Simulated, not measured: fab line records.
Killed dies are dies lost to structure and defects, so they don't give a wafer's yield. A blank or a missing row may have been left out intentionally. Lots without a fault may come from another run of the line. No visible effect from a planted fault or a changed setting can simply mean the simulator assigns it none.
fab line records	flow rit-cmos
record lots=6	wafers=18	last-day=6
route steps=202 shown PLDD@116 SPACER@125 NSD@131 PSD@142 SDANNEAL@153 SILICIDE@161 M1@202
lots that met no fault: taken from a fault-free run of the same line
start-h: the number of hours between the record's first day and the start of the first shown wafer of the lot	wait-h: hours since the lot's step before	" same as the row above	L1.1+2: several wafers, shown together as one row	- no value, or no start was given	* or withheld: withheld	< > ~ a bound
route shown NAME@n: a module of which the file shows steps, and the number in the route of the first	usual: average and standard deviation across the fault-free wafers	same: alike in all rows	chamber/n: place in a boat	sites: the reading at each site	_std_site: the standard deviation of these	_edge_site: outer sites' mean less inner sites'	radius-mm: for every site, how far away it sits from the centre of the wafer	mask NAME#n: copy n	behind: the last tool/chamber to shape the wafer	hold: what put the lot on hold/how long, in hours/how the hold closed	device: transistor that didn't switch, given as n, p or np	end of line: the same wafers' tests at the end of the route	a step given without rows: its recipe and nothing more	killed: the dies lost at the first sort to structure and to defects; this is not the yield of the wafer	map: the dies of a wafer, with x for killed, . for not killed, _ for no die there
set.NAME: the setting as run; set.NAME@STEP: as run at that earlier step	model.NAME: the simulator's own value behind a step, which no gauge read
a table for each step, a row for each wafer; lots at some steps of the route
services: the hour from which a tool's chamber was out of use, counted from the record's first day as start-h (under 0 if before that day), plus the number of hours and why
## steps
# step RIT_PLDD_SOFTBAKE_02
# recipe resist=NOVOLAK	temp-c=90	time-s=60
# step RIT_PLDD_EXPOSE_03
# recipe mask-id=M8	na=0.57	target-cd-nm=40900	dose-mj=250
# step RIT_PLDD_PEB_04
# recipe resist=NOVOLAK	temp-c=withheld	time-s=withheld
# step RIT_PLDD_DEVELOP_05
# recipe resist=NOVOLAK	develop-time-s=50	dev-temp-c=23
# step RIT_PLDD_OVL_MEAS_06
# usual PLDD_OVL=0.6/1.3
lot.wafer	tool	chamber	start-h	wait-h	PLDD_OVL[nm]
L646.3	overlay-01	-	42.59	-	2.4
L646.4	"	-	"	"	2.4
L646.6	"	-	"	"	2.2
L654.1	overlay-01	-	84.72	-	1.6
L654.3	"	-	"	"	-0.1
L654.4	"	-	"	"	-0.1
L656.2	overlay-02	-	93.50	-	-0.3
L656.3	"	-	"	"	0.0
L656.5	"	-	"	"	-1.9
L660.1	overlay-02	-	115.66	-	-0.7
L660.5	"	-	"	"	2.1
L660.6	"	-	"	"	0.1
L661.4	overlay-02	-	120.34	-	0.7
L661.5	"	-	"	"	-0.1
L661.6	"	-	"	"	0.1
L662.3	overlay-02	-	128.47	-	0.1
L662.4	"	-	"	"	2.2
L662.6	"	-	"	"	-0.7
# step RIT_PLDD_HARDBAKE_07
# recipe resist=NOVOLAK	temp-c=140	time-s=60
# step RIT_PLDD_IMPLANT_08
# recipe species=BF2	energy-kev=20.28	dose-cm2=9e+14	tilt-deg=7
# step RIT_PLDD_STRIP_09
# recipe chemistry=O2	time-s=180	resist=NOVOLAK	platen-temp-c=withheld	power-w=500	pressure-mtorr=4000	o2-flow-sccm=4000
# usual drypump-motor-current-A=5.8/0.67	o2-flow-sccm=3999/11
lot.wafer	tool	chamber	start-h	wait-h	drypump-motor-current-A	o2-flow-sccm	rf-hours-counter-h
L646.3	plasma-asher-01	1	42.97	0.1	5.6	3991	-
L646.4	"	0	"	"	6.8	4001	-
L646.6	"	1	"	"	5.6	3997	-
L654.1	plasma-asher-03	1	85.06	0.1	4.9	3999	43
L654.3	"	0	"	"	6.2	4006	-
L654.4	"	1	"	"	4.9	3998	-
L656.2	plasma-asher-03	1	93.83	0.1	4.9	4005	44
L656.3	"	1	"	"	4.9	4004	-
L656.5	"	0	"	"	6.2	3984	-
L660.1	plasma-asher-03	1	116.00	0.1	4.9	3974	46
L660.5	"	0	"	"	6.2	4001	-
L660.6	"	1	"	"	4.9	3970	-
L661.4	plasma-asher-03	1	120.72	0.1	4.9	4009	-
L661.5	"	0	"	"	6.2	3994	-
L661.6	"	1	"	"	4.9	3987	-
L662.3	plasma-asher-03	1	128.85	0.1	4.9	4000	-
L662.4	"	0	"	"	6.2	3989	-
L662.6	"	0	"	"	6.2	4006	-
# step RIT_PLDD_TW_MEAS_10
# usual PLDD_TW=2393/16
lot.wafer	tool	chamber	start-h	wait-h	PLDD_TW
L646.3	film-metro-04	-	43.11	0.1	2401
L646.4	"	-	"	"	2409
L646.6	"	-	"	"	2424
L654.1	film-metro-04	-	85.23	0.1	2395
L654.3	"	-	"	"	2413
L654.4	"	-	"	"	2395
L656.2	film-metro-03	-	94.02	0.1	2366
L656.3	"	-	"	"	2358
L656.5	"	-	"	"	2359
L660.1	film-metro-03	-	116.17	0.1	2383
L660.5	"	-	"	"	2389
L660.6	"	-	"	"	2389
L661.4	film-metro-04	-	120.87	0.1	2380
L661.5	"	-	"	"	2378
L661.6	"	-	"	"	2389
L662.3	film-metro-04	-	128.99	0.1	2403
L662.4	"	-	"	"	2394
L662.6	"	-	"	"	2388
# step RIT_SPACER_CLEAN_00
# recipe chemistry=SC1	mix=3:3:50	time-s=600	temp-c=75
# step RIT_SPACER_CLEAN_01
# recipe chemistry=dHF	dilution=50:1	time-s=30
# step RIT_SPACER_CLEAN_02
# recipe chemistry=SC2	mix=3:3:50	time-s=600	temp-c=75	dry=n2-spin
# step RIT_SPACER_CVD_03
# recipe material=Si3N4	target-thk-nm=250	temp-c=810	precursor=SiH2Cl2/NH3	time-s=3300	pressure-mtorr=300	sih2cl2-flow-sccm=60	nh3-flow-sccm=150
# usual zone-power-centre-pct=36.3/2.9	zone-power-source-pct=21/3
lot.wafer	tool	chamber	start-h	wait-h	zone-power-centre-pct	zone-power-source-pct	model.Si3N4_of_SPACER_CVD_03.thk-nm
L646.3	lpcvd-02	1	43.71	0.0	40.3	21	248.6
L646.4	"	1	"	"	40.3	21	249.6
L646.6	"	1	"	"	40.5	21	247.1
L654.1	lpcvd-01	0	86.03	0.3	34.0	16	251.1
L654.3	"	0	"	"	33.0	16	250.3
L654.4	"	0	"	"	33.9	16	251.1
L656.2	lpcvd-02	1	94.62	0.0	40.3	21	249.3
L656.3	"	1	"	"	40.7	21	248.1
L656.5	"	1	"	"	41.0	21	249.7
L660.1	lpcvd-02	1	116.77	0.0	40.2	21	216.4
L660.5	"	1	"	"	40.2	21	214.8
L660.6	"	1	"	"	40.7	21	217.5
L661.4	lpcvd-01	1	121.26	0.0	33.9	21	255.2
L661.5	"	1	"	"	33.3	22	251.1
L661.6	"	1	"	"	33.7	22	252.3
L662.3	lpcvd-02	0	129.60	0.0	36.4	26	214.5
L662.4	"	0	"	"	36.4	26	214.5
L662.6	"	0	"	"	36.6	26	214.6
# step RIT_SPACER_THK_MEAS_04
# recipe reads=Si3N4_of_SPACER_CVD_03
# usual SPACER_NITRIDE_THK=250.3/2.4
lot.wafer	tool	chamber	start-h	wait-h	SPACER_NITRIDE_THK[nm]
L646.3	film-metro-01	-	45.64	0.0	248.8
L646.4	"	-	"	"	249.7
L646.6	"	-	"	"	247.0
L654.1	film-metro-03	-	87.95	0.0	251.2
L654.3	"	-	"	"	250.5
L654.4	"	-	"	"	251.1
L656.2	film-metro-04	-	96.55	0.0	249.3
L656.3	"	-	"	"	248.0
L656.5	"	-	"	"	249.7
L660.1	film-metro-01	-	118.69	0.0	216.4
L660.5	"	-	"	"	214.8
L660.6	"	-	"	"	217.5
L661.4	film-metro-04	-	123.21	0.0	255.2
L661.5	"	-	"	"	251.0
L661.6	"	-	"	"	252.4
L662.3	film-metro-01	-	131.54	0.0	214.5
L662.4	"	-	"	"	214.4
L662.6	"	-	"	"	214.6
# step RIT_SPACER_ETCHBACK_05
# recipe target-depth-a=2500	SF6_flow_sccm=30	CHF3_flow_sccm=30	target=Si3N4	chemistry=SF6/CHF3	pressure-mtorr=40	rf-w=250	time-s=240	stop-on=SiO2
# usual drypump-motor-current-A=5.8/0.68	oes-product-au=0.840/0.015	throttle-valve-pct=10.23/0.13
lot.wafer	tool	chamber	start-h	wait-h	drypump-motor-current-A	oes-product-au	rf-hours-counter-h	throttle-valve-pct	model.etch.depth-nm
L646.3	rie-diel-01	0	45.68	0.0	5.2	0.851	157	10.08	248.6
L646.4	"	3	"	"	6.4	0.867	22	10.14	249.6
L646.6	"	1	"	"	6.6	0.831	-	10.25	247.1
L654.1	rie-diel-02	3	88.01	0.1	6.2	0.833	22	10.25	251.1
L654.3	"	2	"	"	5.6	0.846	5	10.34	250.3
L654.4	"	0	"	"	6.5	0.842	35	10.09	251.1
L656.2	rie-diel-01	2	96.60	0.0	5.2	0.815	19	10.33	249.3
L656.3	"	0	"	"	5.2	0.845	158	10.08	248.1
L656.5	"	1	"	"	6.6	0.829	-	10.26	249.7
L660.1	rie-diel-01	2	118.75	0.1	5.2	0.736	19	10.31	216.4
L660.5	"	2	"	"	5.2	0.739	-	10.30	214.8
L660.6	"	3	"	"	6.5	0.779	-	10.11	217.5
L661.4	rie-diel-02	3	123.24	0.0	6.2	0.847	23	10.25	255.2
L661.5	"	1	"	"	4.9	0.855	-	10.33	251.1
L661.6	"	0	"	"	6.5	0.841	-	10.08	252.3
L662.3	rie-diel-04	3	131.58	0.0	6.4	0.737	4	9.91	214.5
L662.4	"	0	"	"	6.3	0.744	136	10.17	214.5
L662.6	"	0	"	"	6.2	0.738	-	10.16	214.6
# step RIT_NSD_HMDS_00
# recipe prime-time-s=60	prime-temp-c=140
# step RIT_NSD_COAT_01
# recipe resist=NOVOLAK	spin-rpm=3250	resist-thk-nm=1000
# step RIT_NSD_SOFTBAKE_02
# recipe resist=NOVOLAK	temp-c=90	time-s=61.69
# usual plate-sensor-t-centre-C=90.969/0.011	plate-sensor-t-edge-C=91.022/0.01	softbake-temp-c=90.00/0.12
lot.wafer	tool	chamber	start-h	wait-h	plate-sensor-t-centre-C	plate-sensor-t-edge-C	softbake-temp-c
L646.3	litho-track-01	0	46.18	0.1	90.969	91.030	90.07
L646.4	"	0	"	"	90.988	91.023	89.98
L646.6	"	0	"	"	90.978	91.019	89.95
L654.1	litho-track-03	0	88.46	0.1	90.973	91.037	89.85
L654.3	"	0	"	"	90.962	91.038	89.98
L654.4	"	0	"	"	90.966	91.026	90.00
L656.2	litho-track-01	0	97.23	0.1	90.972	91.008	89.88
L656.3	"	0	"	"	90.968	91.024	89.94
L656.5	"	0	"	"	90.968	91.017	89.94
L660.1	litho-track-04	0	119.20	0.1	90.972	91.022	90.01
L660.5	"	0	"	"	90.975	91.024	89.86
L660.6	"	0	"	"	90.978	91.012	89.83
L661.4	litho-track-03	0	123.76	0.1	90.968	91.045	89.92
L661.5	"	0	"	"	90.958	91.039	90.01
L661.6	"	0	"	"	90.965	91.037	89.97
L662.3	litho-track-04	0	132.21	0.1	90.969	91.017	89.95
L662.4	"	0	"	"	90.958	91.014	90.16
L662.6	"	0	"	"	90.966	91.010	90.07
# step RIT_NSD_EXPOSE_03
# recipe mask-id=M9	na=0.57	target-cd-nm=40700	dose-mj=250
# step RIT_NSD_PEB_04
# recipe resist=NOVOLAK	temp-c=withheld	time-s=withheld
# step RIT_NSD_DEVELOP_05
# recipe resist=NOVOLAK	develop-time-s=50	dev-temp-c=23
# step RIT_NSD_OVL_MEAS_06
# usual NSD_OVL=1.4/1.3
lot.wafer	tool	chamber	start-h	wait-h	NSD_OVL[nm]
L646.3	overlay-01	-	46.82	-	1.4
L646.4	"	-	"	"	-0.8
L646.6	"	-	"	"	-1.6
L654.1	overlay-02	-	89.01	-	4.6
L654.3	"	-	"	"	4.3
L654.4	"	-	"	"	3.3
L656.2	overlay-01	-	97.80	-	1.6
L656.3	"	-	"	"	2.8
L656.5	"	-	"	"	1.6
L660.1	overlay-01	-	119.93	-	-0.4
L660.5	"	-	"	"	0.8
L660.6	"	-	"	"	2.9
L661.4	overlay-02	-	124.38	-	1.0
L661.5	"	-	"	"	-1.1
L661.6	"	-	"	"	0.7
L662.3	overlay-01	-	132.72	-	2.8
L662.4	"	-	"	"	2.1
L662.6	"	-	"	"	2.9
# step RIT_NSD_HARDBAKE_07
# recipe resist=NOVOLAK	temp-c=140	time-s=60
# step RIT_NSD_IMPLANT_08
# recipe species=P	energy-kev=25	dose-cm2=1e+15	tilt-deg=7
# step RIT_NSD_STRIP_09
# recipe chemistry=O2	time-s=180	resist=NOVOLAK	platen-temp-c=withheld	power-w=500	pressure-mtorr=4000	o2-flow-sccm=4000
# usual drypump-motor-current-A=6.2/0.53	o2-flow-sccm=4003/11
lot.wafer	tool	chamber	start-h	wait-h	drypump-motor-current-A	o2-flow-sccm	rf-hours-counter-h
L646.3	plasma-asher-04	0	47.20	0.1	6.3	4019	-
L646.4	"	1	"	"	5.2	3998	-
L646.6	"	0	"	"	6.4	4011	-
L654.1	plasma-asher-01	1	89.35	0.1	5.6	4009	45
L654.3	"	0	"	"	6.8	4013	-
L654.4	"	1	"	"	5.6	4005	-
L656.2	plasma-asher-01	0	98.13	0.1	6.7	4010	46
L656.3	"	1	"	"	5.6	3991	-
L656.5	"	0	"	"	6.7	3997	-
L660.1	plasma-asher-01	1	120.26	0.1	5.7	4011	48
L660.5	"	1	"	"	5.6	4006	-
L660.6	"	0	"	"	6.8	3990	-
L661.4	plasma-asher-02	0	124.76	0.1	6.1	3992	-
L661.5	"	0	"	"	6.1	3993	-
L661.6	"	1	"	"	6.6	4000	-
L662.3	plasma-asher-02	1	133.14	0.1	6.6	3992	-
L662.4	"	0	"	"	6.1	4001	-
L662.6	"	0	"	"	6.1	3999	-
# step RIT_NSD_TW_MEAS_10
# usual NSD_TW=3166/20
lot.wafer	tool	chamber	start-h	wait-h	NSD_TW
L646.3	film-metro-03	-	47.34	0.1	3131
L646.4	"	-	"	"	3128
L646.6	"	-	"	"	3129
L654.1	film-metro-03	-	89.52	0.1	3140
L654.3	"	-	"	"	3139
L654.4	"	-	"	"	3141
L656.2	film-metro-03	-	98.31	0.1	3175
L656.3	"	-	"	"	3170
L656.5	"	-	"	"	3166
L660.1	film-metro-03	-	120.44	0.1	3162
L660.5	"	-	"	"	3145
L660.6	"	-	"	"	3140
L661.4	film-metro-03	-	124.90	0.1	3149
L661.5	"	-	"	"	3156
L661.6	"	-	"	"	3151
L662.3	film-metro-02	-	133.28	0.1	3166
L662.4	"	-	"	"	3177
L662.6	"	-	"	"	3171
# step RIT_PSD_HMDS_00
# recipe prime-time-s=60	prime-temp-c=140
# step RIT_PSD_COAT_01
# recipe resist=NOVOLAK	spin-rpm=3250	resist-thk-nm=1000
# step RIT_PSD_SOFTBAKE_02
# recipe resist=NOVOLAK	temp-c=90	time-s=60
# step RIT_PSD_EXPOSE_03
# recipe mask-id=M10	na=0.57	target-cd-nm=40900	dose-mj=250
# step RIT_PSD_PEB_04
# recipe resist=NOVOLAK	temp-c=withheld	time-s=withheld
# step RIT_PSD_DEVELOP_05
# recipe resist=NOVOLAK	develop-time-s=50	dev-temp-c=23
# step RIT_PSD_OVL_MEAS_06
# usual PSD_OVL=-0.4/1.4
lot.wafer	tool	chamber	start-h	wait-h	PSD_OVL[nm]
L646.3	overlay-02	-	48.24	-	-0.2
L646.4	"	-	"	"	0.1
L646.6	"	-	"	"	2.2
L654.1	overlay-01	-	90.43	-	-2.9
L654.3	"	-	"	"	-2.9
L654.4	"	-	"	"	-1.2
L656.2	overlay-01	-	99.22	-	0.8
L656.3	"	-	"	"	1.3
L656.5	"	-	"	"	2.4
L660.1	overlay-02	-	121.47	-	-1.3
L660.5	"	-	"	"	-0.2
L660.6	"	-	"	"	-0.9
L661.4	overlay-01	-	126.00	-	-1.3
L661.5	"	-	"	"	-2.2
L661.6	"	-	"	"	-2.1
L662.3	overlay-02	-	134.31	-	0.4
L662.4	"	-	"	"	-1.4
L662.6	"	-	"	"	1.1
# step RIT_PSD_HARDBAKE_07
# recipe resist=NOVOLAK	temp-c=140	time-s=60
# step RIT_PSD_IMPLANT_08
# recipe species=BF2	energy-kev=27.4	dose-cm2=5e+15	tilt-deg=7
# step RIT_PSD_STRIP_09
# recipe chemistry=O2	time-s=180	resist=NOVOLAK	platen-temp-c=withheld	power-w=500	pressure-mtorr=4000	o2-flow-sccm=4000
# usual drypump-motor-current-A=5.9/0.66	o2-flow-sccm=4001/12
lot.wafer	tool	chamber	start-h	wait-h	drypump-motor-current-A	o2-flow-sccm	rf-hours-counter-h
L646.3	plasma-asher-01	0	48.62	0.1	6.8	4008	-
L646.4	"	1	"	"	5.6	4006	-
L646.6	"	1	"	"	5.6	3993	-
L654.1	plasma-asher-03	1	90.77	0.1	4.9	3993	43
L654.3	"	1	"	"	4.9	3976	-
L654.4	"	0	"	"	6.2	3985	-
L656.2	plasma-asher-01	0	99.55	0.1	6.8	4018	46
L656.3	"	0	"	"	6.8	4012	-
L656.5	"	0	"	"	6.8	4014	-
L660.1	plasma-asher-01	0	121.81	0.1	6.8	3998	48
L660.5	"	1	"	"	5.6	4006	-
L660.6	"	0	"	"	6.8	4002	-
L661.4	plasma-asher-04	1	126.37	0.1	5.2	4016	-
L661.5	"	0	"	"	6.3	3980	-
L661.6	"	1	"	"	5.2	4006	-
L662.3	plasma-asher-01	0	134.69	0.1	6.7	3994	-
L662.4	"	1	"	"	5.6	3991	-
L662.6	"	1	"	"	5.6	3998	-
# step RIT_PSD_TW_MEAS_10
# usual PSD_TW=3494/21
lot.wafer	tool	chamber	start-h	wait-h	PSD_TW
L646.3	film-metro-03	-	48.76	0.1	3475
L646.4	"	-	"	"	3475
L646.6	"	-	"	"	3478
L654.1	film-metro-03	-	90.94	0.1	3474
L654.3	"	-	"	"	3488
L654.4	"	-	"	"	3477
L656.2	film-metro-04	-	99.73	0.1	3525
L656.3	"	-	"	"	3531
L656.5	"	-	"	"	3523
L660.1	film-metro-04	-	121.98	0.1	3515
L660.5	"	-	"	"	3503
L660.6	"	-	"	"	3502
L661.4	film-metro-04	-	126.52	0.1	3509
L661.5	"	-	"	"	3498
L661.6	"	-	"	"	3494
L662.3	film-metro-04	-	134.83	0.1	3496
L662.4	"	-	"	"	3490
L662.6	"	-	"	"	3510
# step RIT_SDANNEAL_CLEAN_00
# recipe chemistry=SC1	mix=3:3:50	time-s=600	temp-c=75
# step RIT_SDANNEAL_CLEAN_01
# recipe chemistry=dHF	dilution=50:1	time-s=30
# step RIT_SDANNEAL_CLEAN_02
# recipe chemistry=SC2	mix=3:3:50	time-s=600	temp-c=75	dry=n2-spin
# step RIT_SDANNEAL_RTA_03
# recipe temp-c=1050	time-s=5	idle-temp-c=600	ramp-up-c-per-s=342	ramp-down-c-per-s=171	cool-to-c=600	ambient=N2
# usual wafer_temp_C_max=1053.6/1.3
lot.wafer	tool	chamber	start-h	wait-h	wafer_temp_C_max
L646.3	rtp-anneal-02	0	49.67	0.0	1053.6
L646.4	"	0	"	"	1052.5
L646.6	"	0	"	"	1052.5
L654.1	rtp-anneal-02	0	91.54	0.0	1053.1
L654.3	"	0	"	"	1053.3
L654.4	"	0	"	"	1054.2
L656.2	rtp-anneal-02	0	100.33	0.0	1055.4
L656.3	"	0	"	"	1053.3
L656.5	"	0	"	"	1053.4
L660.1	rtp-anneal-02	0	122.59	0.0	1051.9
L660.5	"	0	"	"	1052.9
L660.6	"	0	"	"	1052.6
L661.4	rtp-anneal-01	0	127.15	0.0	1053.3
L661.5	"	0	"	"	1053.3
L661.6	"	0	"	"	1052.3
L662.3	rtp-anneal-02	0	135.28	0.0	1053.8
L662.4	"	0	"	"	1054.2
L662.6	"	0	"	"	1051.1
# step RIT_SDANNEAL_RS_MEAS_04
# recipe thk-meas-gauge=four-point-probe
# usual PSD_RS=115.08/0.29
lot.wafer	tool	chamber	start-h	wait-h	PSD_RS[ohm/sq]
L646.3	film-metro-04	-	49.75	0.1	114.99
L646.4	"	-	"	"	114.90
L646.6	"	-	"	"	114.95
L654.1	film-metro-04	-	91.60	0.0	115.02
L654.3	"	-	"	"	115.38
L654.4	"	-	"	"	115.00
L656.2	film-metro-04	-	100.40	0.1	114.42
L656.3	"	-	"	"	114.60
L656.5	"	-	"	"	115.03
L660.1	film-metro-03	-	122.65	0.0	115.59
L660.5	"	-	"	"	115.40
L660.6	"	-	"	"	115.70
L661.4	film-metro-03	-	127.24	0.1	114.86
L661.5	"	-	"	"	114.52
L661.6	"	-	"	"	114.82
L662.3	film-metro-03	-	135.36	0.1	114.97
L662.4	"	-	"	"	115.34
L662.6	"	-	"	"	115.19
# step RIT_SILICIDE_WET_ETCH_00
# recipe chemistry=BOE	target=SiO2	target-depth-nm=14	time-s=15	dry=n2-spin	dilution=10:1	temp-c=21.5
lot.wafer	tool	chamber	start-h	wait-h	model.Si3N4_of_SPACER_CVD_03.thk-nm
L646.3	wet-bench-01	1	50.19	0.1	191.8
L646.4	"	1	"	"	192.2
L646.6	"	1	"	"	190.3
L654.1	wet-bench-03	2	92.08	0.1	196.9
L654.3	"	2	"	"	194.9
L654.4	"	2	"	"	195.2
L656.2	wet-bench-02	3	100.86	0.1	193.4
L656.3	"	3	"	"	192.2
L656.5	"	3	"	"	193.3
L660.1	wet-bench-01	3	123.13	0.1	168.1
L660.5	"	3	"	"	166.2
L660.6	"	3	"	"	168.2
L661.4	wet-bench-01	3	127.66	0.0	199.5
L661.5	"	3	"	"	196
L661.6	"	3	"	"	195.4
L662.3	wet-bench-01	0	135.80	0.1	167.8
L662.4	"	0	"	"	168.2
L662.6	"	0	"	"	168.3
# step RIT_M1_PROBE_99
# usual killed_at_M0_to_M3=0.1/0.34	killed-at-contacts=0.1/0.26	killed-at-front-end=7/3.1	killed-dies=7/3.1	killed-open=3.5/1.9	killed-short=3.4/2.1
# same gross-dies=264	killed_at_M4_up=0	killed-at-back-side=0	killed-at-other=0
lot.wafer	tool	chamber	start-h	wait-h	killed_at_M0_to_M3	killed-at-contacts	killed-at-front-end	killed-dies	killed-open	killed-short	model.etest.pmos-turned.r-on-ohm-um	model.etest.pmos_0p15.r-on-ohm-um	model.etest.nmos_0p15.r-on-ohm-um	model.etest.nmos_0p3.r-on-ohm-um	model.etest.pplus-sal.width-nm	model.etest.nplus-sal.width-nm	model.etest.pwell-pinched.rs-ohm-sq	model.etest.nwell-pinched.rs-ohm-sq
L646.3	prober-01	-	58.55	0.2	0	1	5	6	3	3	3300	2657	1159	2205	3455	3441	451.7	349.6
L646.4	prober-01	-	58.60	0.2	0	0	2	2	1	1	3375	2684	1183	2207	3474	3459	460.6	349.8
L646.6	prober-01	-	58.70	0.2	0	0	8	8	5	3	3353	2715	1180	2214	3469	3449	458	354.3
L654.1	prober-02	-	100.35	0.1	1	0	8	9	2	7	3603	2876	1118	2200	3382	3397	449.7	338.3
L654.3	prober-02	-	100.45	0.2	0	0	5	5	3	2	3484	2777	1114	2179	3434	3434	456.6	344.8
L654.4	prober-02	-	100.50	0.2	0	0	9	9	6	3	3588	2884	1149	2206	3440	3413	455.1	346.8
L656.2	prober-02	-	107.97	0.1	0	1	3	4	4	0	3337	2735	1151	2168	3447	3437	461.1	345.6
L656.3	prober-02	-	108.02	0.2	0	0	3	3	1	2	3416	2825	1191	2209	3434	3450	459.1	345.4
L656.5	prober-02	-	108.12	0.2	0	0	7	7	5	2	3381	2787	1163	2172	3439	3458	454.4	344
L660.1	prober-02	-	130.38	0.1	0	0	9	9	6	3	3594	2971	1293	2267	3507	3480	482.1	363.9
L660.5	prober-02	-	130.58	0.2	0	0	7	7	4	2	3617	3012	1331	2301	3489	3512	487.3	368.2
L660.6	prober-02	-	130.63	0.2	0	0	8	8	3	5	3635	2996	1312	2283	3518	3488	480.3	368
L661.4	prober-01	-	135.50	0.2	0	0	2	2	1	1	3481	2789	1122	2178	3435	3411	449.6	331.9
L661.5	prober-01	-	135.55	0.2	0	0	5	5	2	3	3578	2841	1151	2185	3430	3423	457.9	336.6
L661.6	prober-01	-	135.60	0.2	0	0	7	7	3	4	3495	2789	1164	2202	3441	3454	464.1	341
L662.3	prober-02	-	142.99	0.2	0	0	6	6	2	4	3566	2940	1258	2257	3476	3476	481.3	359.4
L662.4	prober-02	-	143.04	0.2	0	0	9	9	2	7	3501	2858	1240	2216	3473	3455	476.4	357.7
L662.6	prober-02	-	143.14	0.2	0	1	10	11	6	5	3494	2852	1235	2249	3491	3466	478.5	360.2
# killed by level:class
L646.3 SILICIDE:geometric-particle:short=2 SPACER:geometric-particle:short=1 SPACER:geometric-particle:open=1 SILICIDE:geometric-particle:open=1 CONTACT:geometric-particle:open=1
L646.4 GATE:geometric-particle:short=1 SILICIDE:geometric-particle:open=1
L646.6 FOX1:geometric-particle:open=3 GATE:geometric-particle:short=2 GATE:geometric-particle:open=1 REOX:geometric-particle:short=1 SPACER:geometric-particle:open=1
L654.1 SILICIDE:geometric-particle:short=3 FOX1:geometric-particle:short=2 GATE:geometric-particle:short=2 SILICIDE:geometric-particle:open=1 M1:geometric-particle:open=1
L654.3 GATE:geometric-particle:open=2 FOX1:geometric-particle:short=1 REOX:geometric-particle:open=1 SILICIDE:geometric-particle:short=1
L654.4 REOX:geometric-particle:open=3 FOX1:geometric-particle:short=2 FOX1:geometric-particle:open=1 GATE:geometric-particle:open=1 GATE:geometric-particle:short=1 SILICIDE:geometric-particle:open=1
L656.2 SPACER:geometric-particle:open=2 GATE:geometric-particle:open=1 CONTACT:geometric-particle:open=1
L656.3 GATE:geometric-particle:short=2 SILICIDE:geometric-particle:open=1
L656.5 GATE:geometric-particle:open=3 FOX1:geometric-particle:open=1 GATE:geometric-particle:short=1 REOX:geometric-particle:short=1 SILICIDE:geometric-particle:open=1
L660.1 SPACER:geometric-particle:open=3 FOX1:geometric-particle:open=2 GATE:geometric-particle:short=2 FOX2:geometric-particle:short=1 GATE:geometric-particle:open=1
L660.5 FOX1:geometric-particle:open=2 SPACER:geometric-particle:open=2 FOX2:geometric-particle:short=1 GATE:geometric-particle:short=1 GATE:coat-microbubble-printed=1
L660.6 GATE:geometric-particle:short=3 GATE:geometric-particle:open=2 FOX1:geometric-particle:short=1 REOX:geometric-particle:open=1 SPACER:geometric-particle:short=1
L661.4 ACTIVE:geometric-particle:open=1 GATE:geometric-particle:short=1
L661.5 GATE:geometric-particle:short=2 FOX1:geometric-particle:open=1 GATE:geometric-particle:open=1 SILICIDE:geometric-particle:short=1
L661.6 GATE:geometric-particle:short=2 FOX2:geometric-particle:short=1 GATE:geometric-particle:open=1 SPACER:geometric-particle:open=1 SPACER:geometric-particle:short=1 SILICIDE:geometric-particle:open=1
L662.3 GATE:geometric-particle:short=2 GATE:geometric-particle:open=1 REOX:geometric-particle:short=1 REOX:geometric-particle:open=1 SILICIDE:geometric-particle:short=1
L662.4 REOX:geometric-particle:short=4 GATE:geometric-particle:short=3 SILICIDE:geometric-particle:open=2
L662.6 GATE:geometric-particle:short=4 GATE:geometric-particle:open=4 FOX1:geometric-particle:short=1 FOX1:geometric-particle:open=1 CONTACT:geometric-particle:open=1
## services
tool	chamber	start-h	hours	kind
rie-diel-01	3	21.77	7.6	repair
plasma-asher-02	-	38.91	14.6	pm
rie-diel-01	-	39.73	0.3	repair
lpcvd-02	-	53.12	1.8	repair
plasma-asher-01	-	59.59	11.9	repair
rie-diel-02	-	72.63	2.8	pm
wet-bench-01	-	74.24	1.2	repair
rie-diel-04	-	75.68	0.6	repair
rie-diel-04	1	97.35	7.6	repair
rie-diel-04	0	101.10	4.5	repair
plasma-asher-04	-	101.70	3.8	repair
rie-diel-01	0	106.33	-	clean
rie-diel-01	0	106.33	22.8	scheduled-down
rie-diel-01	0	106.33	22.8	vent-cycle
plasma-asher-04	-	108.75	9.0	pm
plasma-asher-04	0	108.75	9.0	vent-cycle
plasma-asher-04	1	108.75	9.0	vent-cycle
rie-diel-04	3	109.76	2.6	repair
plasma-asher-04	0	117.75	-	clean
plasma-asher-04	1	117.75	-	clean
rie-diel-04	0	121.56	1.8	repair
## key
first-sign step=RIT_SPACER_THK_MEAS_04	reading=SPACER_NITRIDE_THK	direction=down	sigmas=14	usual=250.3	struck=215.4
effect step=RIT_SPACER_ETCHBACK_05	reading=oes-product-au	direction=down	sigmas=6.3	usual=0.840	struck=0.745
model-effect step=RIT_SPACER_CVD_03	value=Si3N4_of_SPACER_CVD_03.thk-nm	without=247.9	struck=215.4
model-effect step=RIT_SPACER_ETCHBACK_05	value=etch.depth-nm	without=247.9	struck=215.4
model-effect step=RIT_SILICIDE_WET_ETCH_00	value=Si3N4_of_SPACER_CVD_03.thk-nm	without=193.3	struck=167.8
model-effect step=RIT_M1_PROBE_99	value=etest.pmos-turned.r-on-ohm-um	without=3391	struck=3568
met-at RIT_SPACER_CVD_03
struck-wafers L660.1,L660.5,L660.6,L662.3,L662.4,L662.6
tester-left-out L660,L662
onset-between 94.62 116.77
fault kind=process-parameter-drift	tool=lpcvd-02	chamber=-	onset-h=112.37	steps=RIT_SPACER_CVD_03	channel=target-thk-nm	offset=-32.5	shape=step	end-h=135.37	acts-in=these-recipes-only	stated=250
# tester-left-out: of these lots the tester's yield and bins aren't shown, on N5 and GAA mostly nor the transistor test; their killed dies are dies lost to structure and defects alone, not to doping, threshold or leakage, so they don't give the yield
